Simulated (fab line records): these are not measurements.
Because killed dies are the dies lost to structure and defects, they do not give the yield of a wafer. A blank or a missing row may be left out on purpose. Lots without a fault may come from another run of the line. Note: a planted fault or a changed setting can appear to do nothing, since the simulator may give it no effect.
fab line records + flow rit_cmos + part 2 of 2: steps 30 to 41 of 41
record:
- lots: 5
- wafers: 15
- last_day: 7
route steps=202 shown PRETRO@66 GATE@75 FOX2@80 REOX@98 NLDD@103
lots that met no fault: taken from a fault-free run of the same line
start_h: the number of hours between the record's first day and the start of the first shown wafer of the lot + wait_h: hours since the lot's step before + " identical to the entry in the row above + L1.1+2: one row covering several wafers at once + - no value, or no start was given + * or withheld: withheld + < > ~ a bound
route shown NAME@n: names a module that has steps shown in the file, with the first one's number in the route + usual: average and standard deviation across the fault-free wafers + same: alike in all rows + chamber/n: place in a boat + sites: each site's reading + _std_site: the values' standard deviation + _edge_site: the outer-site mean with the inner-site mean subtracted + radius_mm: how far each site lies from the wafer's centre + mask NAME#n: copy n + behind: the tool/chamber that last shaped the wafer + hold: what put the lot on hold/how long, in hours/how the hold closed + device: which transistor (n, p or np) failed to switch + end of line: tests of these same wafers at the route's end + for a step that has no rows: nothing shown but its recipe + killed: at the first sort, the dies lost to defects and structure; wafer yield is something else + map: per-die view of a wafer (x killed, . not killed, _ where there is no die)
set.NAME: setting as actually run; set.NAME@STEP: the setting as run at that earlier step + model.NAME: the simulator's own value behind a step, which no gauge read
lots seen at some steps along the route; tables by step, rows by wafer
services: when a tool's chamber went out of use (start_h, in hours from the record's first day, below 0 if earlier), for how many hours, and the reason
== steps ==
step: RIT_GATE_ETCH_19
recipe:
- chemistry: SF6/CHF3/O2
- time_s: 165
- SF6_flow_sccm: 30
- CHF3_flow_sccm: 30
- O2_flow_sccm: 5
- target: poly-Si
- pressure_mtorr: 40
- rf_w: 160
- target_depth_a: 3125
- over_etch_frac: 0.25
- stop_on: SiO2
usual:
- chamber_pressure_mTorr: 40.00/0.035
- drypump_motor_current_A: 5.9/0.36
- oes_product_au: 0.846/0.019
- throttle_valve_pct: 10.30/0.11
| lot.wafer | tool      | chamber | start_h | wait_h | chamber_pressure_mTorr | drypump_motor_current_A | oes_product_au | rf_hours_counter_h | throttle_valve_pct |
|-----------|-----------|---------|---------|--------|------------------------|-------------------------|----------------|--------------------|--------------------|
| L083.3    | rie_si-01 | 0       | 86.51   | 0.1    | 39.98                  | 5.8                     | 0.852          | 25                 | 10.17              |
| L083.5    | "         | 3       | "       | "      | 40.05                  | 6.1                     | 0.835          | -                  | 10.40              |
| L083.6    | "         | 2       | "       | "      | 39.99                  | 5.5                     | 0.838          | -                  | 10.26              |
| L084.4    | rie_si-02 | 3       | 90.03   | 0.1    | 40.06                  | 5.8                     | 0.839          | 110                | 10.37              |
| L084.5    | "         | 3       | "       | "      | 39.99                  | 5.8                     | 0.842          | -                  | 10.38              |
| L084.6    | "         | 2       | "       | "      | 40.03                  | 6.3                     | 0.835          | -                  | 10.36              |
| L089.1    | rie_si-01 | 0       | 112.52  | 0.1    | 40.01                  | 5.8                     | 0.845          | 25                 | 10.16              |
| L089.4    | "         | 3       | "       | "      | 39.96                  | 6.2                     | 0.832          | 118                | 10.40              |
| L089.6    | "         | 3       | "       | "      | 39.96                  | 6.1                     | 0.835          | -                  | 10.40              |
| L094.2    | rie_si-02 | 1       | 136.58  | 0.1    | 39.99                  | 5.7                     | 0.884          | 139                | 10.13              |
| L094.3    | "         | 2       | "       | "      | 40.03                  | 6.4                     | 0.829          | 64                 | 10.35              |
| L094.5    | "         | 1       | "       | "      | 40.00                  | 5.7                     | 0.872          | -                  | 10.11              |
| L097.1    | rie_si-01 | 3       | 151.57  | 0.1    | 40.03                  | 6.2                     | 0.843          | 118                | 10.41              |
| L097.3    | "         | 0       | "       | "      | 39.96                  | 5.8                     | 0.845          | 26                 | 10.15              |
| L097.5    | "         | 2       | "       | "      | 40.00                  | 5.5                     | 0.831          | -                  | 10.27              |
step: RIT_GATE_STRIP_20
recipe:
- chemistry: O2
- time_s: 180
- resist: NOVOLAK
- platen_temp_c: withheld
- power_w: 500
- pressure_mtorr: 4000
- o2_flow_sccm: 4000
usual:
- chamber_pressure_mTorr: 4000/3.9
- drypump_motor_current_A: 5.5/0.42
- rf_refl_power_W: 6.6/1.7
| lot.wafer | tool            | chamber | start_h | wait_h | chamber_pressure_mTorr | drypump_motor_current_A | rf_hours_counter_h | rf_refl_power_W |
|-----------|-----------------|---------|---------|--------|------------------------|-------------------------|--------------------|-----------------|
| L083.3    | plasma_asher-04 | 0       | 86.68   | 0.1    | 3999                   | 5.2                     | -                  | 7.3             |
| L083.5    | "               | 0       | "       | "      | 4007                   | 5.2                     | -                  | 7.3             |
| L083.6    | "               | 1       | "       | "      | 3999                   | 5.5                     | -                  | 6.0             |
| L084.4    | plasma_asher-01 | 1       | 90.19   | 0.1    | 4004                   | 4.8                     | -                  | 3.9             |
| L084.5    | "               | 0       | "       | "      | 3998                   | 6.2                     | -                  | 8.1             |
| L084.6    | "               | 1       | "       | "      | 3999                   | 4.8                     | -                  | 3.7             |
| L089.1    | plasma_asher-04 | 0       | 112.63  | 0.1    | 4000                   | 5.2                     | 33                 | 7.0             |
| L089.4    | "               | 0       | "       | "      | 4002                   | 5.2                     | -                  | 7.0             |
| L089.6    | "               | 0       | "       | "      | 4006                   | 5.2                     | -                  | 7.1             |
| L094.2    | plasma_asher-03 | 1       | 136.69  | 0.1    | 4000                   | 5.7                     | 50                 | 4.9             |
| L094.3    | "               | 0       | "       | "      | 3999                   | 5.8                     | -                  | 9.0             |
| L094.5    | "               | 1       | "       | "      | 3998                   | 5.7                     | -                  | 5.2             |
| L097.1    | plasma_asher-04 | 0       | 151.68  | 0.1    | 4005                   | 5.2                     | 38                 | 7.4             |
| L097.3    | "               | 0       | "       | "      | 3999                   | 5.2                     | -                  | 7.3             |
| L097.5    | "               | 1       | "       | "      | 4003                   | 5.6                     | -                  | 5.9             |
step: RIT_GATE_CD_MEAS_90
recipe:
- target_cd_nm: 150
usual:
- cd_nm: 148.9/2.4
| lot.wafer | tool      | chamber | start_h | wait_h | cd_nm |
|-----------|-----------|---------|---------|--------|-------|
| L083.3    | cd_sem-02 | -       | 86.83   | 0.1    | 149.3 |
| L083.5    | "         | -       | "       | "      | 147.9 |
| L083.6    | "         | -       | "       | "      | 148.6 |
| L084.4    | cd_sem-01 | -       | 90.37   | 0.1    | 152.2 |
| L084.5    | "         | -       | "       | "      | 150.3 |
| L084.6    | "         | -       | "       | "      | 152.1 |
| L089.1    | cd_sem-02 | -       | 112.80  | 0.1    | 146.3 |
| L089.4    | "         | -       | "       | "      | 142.7 |
| L089.6    | "         | -       | "       | "      | 146.6 |
| L094.2    | cd_sem-01 | -       | 136.89  | 0.1    | 148.0 |
| L094.3    | "         | -       | "       | "      | 149.0 |
| L094.5    | "         | -       | "       | "      | 150.2 |
| L097.1    | cd_sem-02 | -       | 151.85  | 0.1    | 149.9 |
| L097.3    | "         | -       | "       | "      | 147.8 |
| L097.5    | "         | -       | "       | "      | 147.2 |
step: RIT_REOX_CLEAN_00
recipe:
- chemistry: SC1
- mix: 3:3:50
- time_s: 600
- temp_c: 75
| lot.wafer  | tool         | chamber | start_h | wait_h |
|------------|--------------|---------|---------|--------|
| L083.3+5+6 | wet_bench-03 | 1       | 86.91   | 0.1    |
| L084.4+5+6 | wet_bench-03 | 0       | 90.43   | 0.0    |
| L089.1+4+6 | wet_bench-02 | 3       | 112.92  | 0.1    |
| L094.2+3+5 | wet_bench-04 | 0       | 136.99  | 0.1    |
| L097.1+3+5 | wet_bench-03 | 1       | 151.97  | 0.1    |
step: RIT_REOX_CLEAN_01
recipe:
- chemistry: dHF
- dilution: 50:1
- time_s: 30
| lot.wafer  | tool         | chamber | start_h | wait_h |
|------------|--------------|---------|---------|--------|
| L083.3+5+6 | wet_bench-02 | 3       | 87.09   | 0.0    |
| L084.4+5+6 | wet_bench-02 | 2       | 90.61   | 0.0    |
| L089.1+4+6 | wet_bench-03 | 1       | 113.10  | 0.0    |
| L094.2+3+5 | wet_bench-02 | 3       | 137.16  | 0.0    |
| L097.1+3+5 | wet_bench-02 | 3       | 152.15  | 0.0    |
step: RIT_REOX_CLEAN_02
recipe:
- chemistry: SC2
- mix: 3:3:50
- time_s: 600
- temp_c: 75
- dry: n2_spin
| lot.wafer  | tool         | chamber | start_h | wait_h |
|------------|--------------|---------|---------|--------|
| L083.3+5+6 | wet_bench-04 | 1       | 87.11   | 0.0    |
| L084.4+5+6 | wet_bench-04 | 2       | 90.62   | 0.0    |
| L089.1+4+6 | wet_bench-02 | 3       | 113.11  | 0.0    |
| L094.2+3+5 | wet_bench-04 | 2       | 137.18  | 0.0    |
| L097.1+3+5 | wet_bench-04 | 2       | 152.16  | 0.0    |
step: RIT_REOX_OXIDATION_03
recipe:
- temp_c: 900
- ambient: O2
- target_thk_a: 252
- ox_time_s: 5580
| lot.wafer  | tool       | chamber | start_h | wait_h |
|------------|------------|---------|---------|--------|
| L083.3+5+6 | furnace-01 | 0       | 87.28   | 0.0    |
| L084.4+5+6 | furnace-02 | 0       | 90.80   | 0.0    |
| L089.1+4+6 | furnace-01 | 0       | 113.38  | 0.1    |
| L094.2+3+5 | furnace-03 | 0       | 137.35  | 0.0    |
| L097.1+3+5 | furnace-01 | 0       | 152.34  | 0.0    |
step: RIT_REOX_THK_MEAS_04
recipe:
- reads: SiO2_of_REOX_OXIDATION_03
usual:
- REOX_OXIDE_THK: 25.2/0.47
| lot.wafer | tool          | chamber | start_h | wait_h | REOX_OXIDE_THK[nm] |
|-----------|---------------|---------|---------|--------|--------------------|
| L083.3    | film_metro-04 | -       | 89.85   | 0.0    | 24.8               |
| L083.5    | "             | -       | "       | "      | 24.4               |
| L083.6    | "             | -       | "       | "      | 25.1               |
| L084.4    | film_metro-01 | -       | 93.38   | 0.0    | 24.8               |
| L084.5    | "             | -       | "       | "      | 24.6               |
| L084.6    | "             | -       | "       | "      | 24.5               |
| L089.1    | film_metro-01 | -       | 115.93  | 0.0    | 24.6               |
| L089.4    | "             | -       | "       | "      | 24.8               |
| L089.6    | "             | -       | "       | "      | 24.6               |
| L094.2    | film_metro-02 | -       | 139.91  | 0.0    | 24.8               |
| L094.3    | "             | -       | "       | "      | 25.2               |
| L094.5    | "             | -       | "       | "      | 25.0               |
| L097.1    | film_metro-01 | -       | 154.89  | 0.0    | 25.8               |
| L097.3    | "             | -       | "       | "      | 25.3               |
| L097.5    | "             | -       | "       | "      | 25.5               |
step: RIT_NLDD_HMDS_00
recipe:
- prime_time_s: 60
- prime_temp_c: 140
usual:
- exhaust_pa: 45.0/0.94
| lot.wafer | tool           | chamber | start_h | wait_h | exhaust_pa |
|-----------|----------------|---------|---------|--------|------------|
| L083.3    | litho_track-01 | 0       | 89.94   | 0.1    | 44.9       |
| L083.5    | "              | 0       | "       | "      | 45.9       |
| L083.6    | "              | 0       | "       | "      | 44.5       |
| L084.4    | litho_track-03 | 0       | 93.48   | 0.1    | 45.5       |
| L084.5    | "              | 0       | "       | "      | 44.0       |
| L084.6    | "              | 0       | "       | "      | 44.2       |
| L089.1    | litho_track-04 | 0       | 116.06  | 0.1    | 43.2       |
| L089.4    | "              | 0       | "       | "      | 43.2       |
| L089.6    | "              | 0       | "       | "      | 43.8       |
| L094.2    | litho_track-01 | 0       | 139.99  | 0.1    | 44.2       |
| L094.3    | "              | 0       | "       | "      | 44.6       |
| L094.5    | "              | 0       | "       | "      | 43.6       |
| L097.1    | litho_track-03 | 0       | 154.95  | 0.1    | 45.1       |
| L097.3    | "              | 0       | "       | "      | 45.0       |
| L097.5    | "              | 0       | "       | "      | 43.4       |
step: RIT_NLDD_COAT_01
recipe:
- resist: NOVOLAK
- spin_rpm: 3250
- resist_thk_nm: 1000
usual:
- exhaust_pa: 45.0/0.88
| lot.wafer | tool           | chamber | start_h | wait_h | exhaust_pa |
|-----------|----------------|---------|---------|--------|------------|
| L083.3    | litho_track-01 | 0       | 90.09   | 0.1    | 44.5       |
| L083.5    | "              | 0       | "       | "      | 43.8       |
| L083.6    | "              | 0       | "       | "      | 43.9       |
| L084.4    | litho_track-03 | 0       | 93.63   | 0.1    | 45.0       |
| L084.5    | "              | 0       | "       | "      | 45.7       |
| L084.6    | "              | 0       | "       | "      | 45.0       |
| L089.1    | litho_track-04 | 0       | 116.21  | 0.1    | 44.5       |
| L089.4    | "              | 0       | "       | "      | 45.7       |
| L089.6    | "              | 0       | "       | "      | 44.5       |
| L094.2    | litho_track-01 | 0       | 140.14  | 0.1    | 45.0       |
| L094.3    | "              | 0       | "       | "      | 44.7       |
| L094.5    | "              | 0       | "       | "      | 42.8       |
| L097.1    | litho_track-03 | 0       | 155.10  | 0.1    | 44.4       |
| L097.3    | "              | 0       | "       | "      | 44.5       |
| L097.5    | "              | 0       | "       | "      | 44.6       |
step: RIT_NLDD_SOFTBAKE_02
recipe:
- resist: NOVOLAK
- temp_c: 90
- time_s: 62.36
usual:
- exhaust_pa: 45.0/0.82
- plate_sensor_t_centre_C: 90.968/0.0099
- plate_sensor_t_edge_C: 91.021/0.0097
| lot.wafer | tool           | chamber | start_h | wait_h | exhaust_pa | plate_sensor_t_centre_C | plate_sensor_t_edge_C |
|-----------|----------------|---------|---------|--------|------------|-------------------------|-----------------------|
| L083.3    | litho_track-01 | 0       | 90.24   | 0.1    | 44.0       | 90.960                  | 91.023                |
| L083.5    | "              | 0       | "       | "      | 44.0       | 90.966                  | 91.013                |
| L083.6    | "              | 0       | "       | "      | 44.9       | 90.959                  | 91.027                |
| L084.4    | litho_track-03 | 0       | 93.78   | 0.1    | 45.9       | 90.965                  | 91.002                |
| L084.5    | "              | 0       | "       | "      | 45.8       | 90.971                  | 91.007                |
| L084.6    | "              | 0       | "       | "      | 46.2       | 90.976                  | 91.018                |
| L089.1    | litho_track-04 | 0       | 116.36  | 0.1    | 43.6       | 90.956                  | 91.018                |
| L089.4    | "              | 0       | "       | "      | 45.1       | 90.966                  | 91.029                |
| L089.6    | "              | 0       | "       | "      | 43.2       | 90.986                  | 91.026                |
| L094.2    | litho_track-01 | 0       | 140.29  | 0.1    | 45.3       | 90.970                  | 91.018                |
| L094.3    | "              | 0       | "       | "      | 45.7       | 90.970                  | 91.036                |
| L094.5    | "              | 0       | "       | "      | 45.8       | 90.973                  | 91.010                |
| L097.1    | litho_track-03 | 0       | 155.25  | 0.1    | 43.6       | 90.959                  | 91.028                |
| L097.3    | "              | 0       | "       | "      | 45.5       | 90.986                  | 91.018                |
| L097.5    | "              | 0       | "       | "      | 44.9       | 90.957                  | 91.021                |
step: RIT_NLDD_EXPOSE_03
recipe:
- mask_id: M7
- na: 0.57
- target_cd_nm: 40700
- dose_mj: 250
usual:
- focus_offset_nm: -0.1/0.54
| lot.wafer | tool             | chamber | start_h | wait_h | mask | focus_offset_nm |
|-----------|------------------|---------|---------|--------|------|-----------------|
| L083.3    | iline_stepper-02 | 0       | 90.51   | 0.2    | M7#0 | 0.3             |
| L083.5    | "                | 0       | "       | "      | M7#0 | 0.3             |
| L083.6    | "                | 0       | "       | "      | M7#0 | 0.9             |
| L084.4    | iline_stepper-01 | 0       | 94.04   | 0.2    | M7#0 | -0.4            |
| L084.5    | "                | 0       | "       | "      | M7#0 | -0.2            |
| L084.6    | "                | 0       | "       | "      | M7#0 | 0.4             |
| L089.1    | iline_stepper-02 | 0       | 116.63  | 0.2    | M7#0 | 0.0             |
| L089.4    | "                | 0       | "       | "      | M7#0 | 0.1             |
| L089.6    | "                | 0       | "       | "      | M7#0 | 0.3             |
| L094.2    | iline_stepper-02 | 0       | 140.56  | 0.2    | M7#0 | 0.3             |
| L094.3    | "                | 0       | "       | "      | M7#0 | 0.2             |
| L094.5    | "                | 0       | "       | "      | M7#0 | -0.5            |
| L097.1    | iline_stepper-02 | 0       | 155.52  | 0.2    | M7#0 | 0.7             |
| L097.3    | "                | 0       | "       | "      | M7#0 | 0.5             |
| L097.5    | "                | 0       | "       | "      | M7#0 | -0.1            |
== services ==
| tool             | chamber | start_h | hours | kind        |
|------------------|---------|---------|-------|-------------|
| furnace-02       | -       | 61.16   | 13.7  | pm          |
| plasma_asher-03  | -       | 61.16   | 2.7   | repair      |
| furnace-01       | -       | 68.29   | 3.1   | pm          |
| plasma_asher-02  | -       | 70.02   | 8.1   | repair      |
| iline_stepper-02 | -       | 70.42   | 1.7   | pm          |
| lpcvd-01         | -       | 70.48   | 6.1   | pm          |
| furnace-02       | -       | 74.88   | 2.9   | pm          |
| plasma_asher-01  | -       | 74.99   | 3.2   | repair      |
| iline_stepper-01 | -       | 77.06   | 1.7   | pm          |
| wet_bench-03     | -       | 82.26   | 4.4   | pm          |
| plasma_asher-01  | -       | 90.39   | 5.1   | repair      |
| wet_bench-02     | -       | 91.05   | 1.9   | pm          |
| iline_stepper-02 | 0       | 95.01   | -     | calibration |
| iline_stepper-01 | -       | 97.88   | 9.3   | repair      |
| lpcvd-01         | -       | 105.36  | 0.9   | repair      |
| plasma_asher-02  | -       | 108.75  | 9.0   | pm          |
| furnace-04       | -       | 110.36  | 3.8   | pm          |
| wet_bench-01     | -       | 115.11  | 4.1   | repair      |
| plasma_asher-01  | -       | 115.79  | 4.3   | repair      |
| implanter-02     | -       | 133.98  | 8.5   | repair      |
| iline_stepper-01 | 0       | 146.74  | -     | calibration |
| rie_si-01        | 1       | 147.12  | -     | clean       |
| rie_si-02        | 2       | 148.56  | 1.8   | repair      |
| rie_si-02        | 2       | 154.51  | 4.0   | repair      |
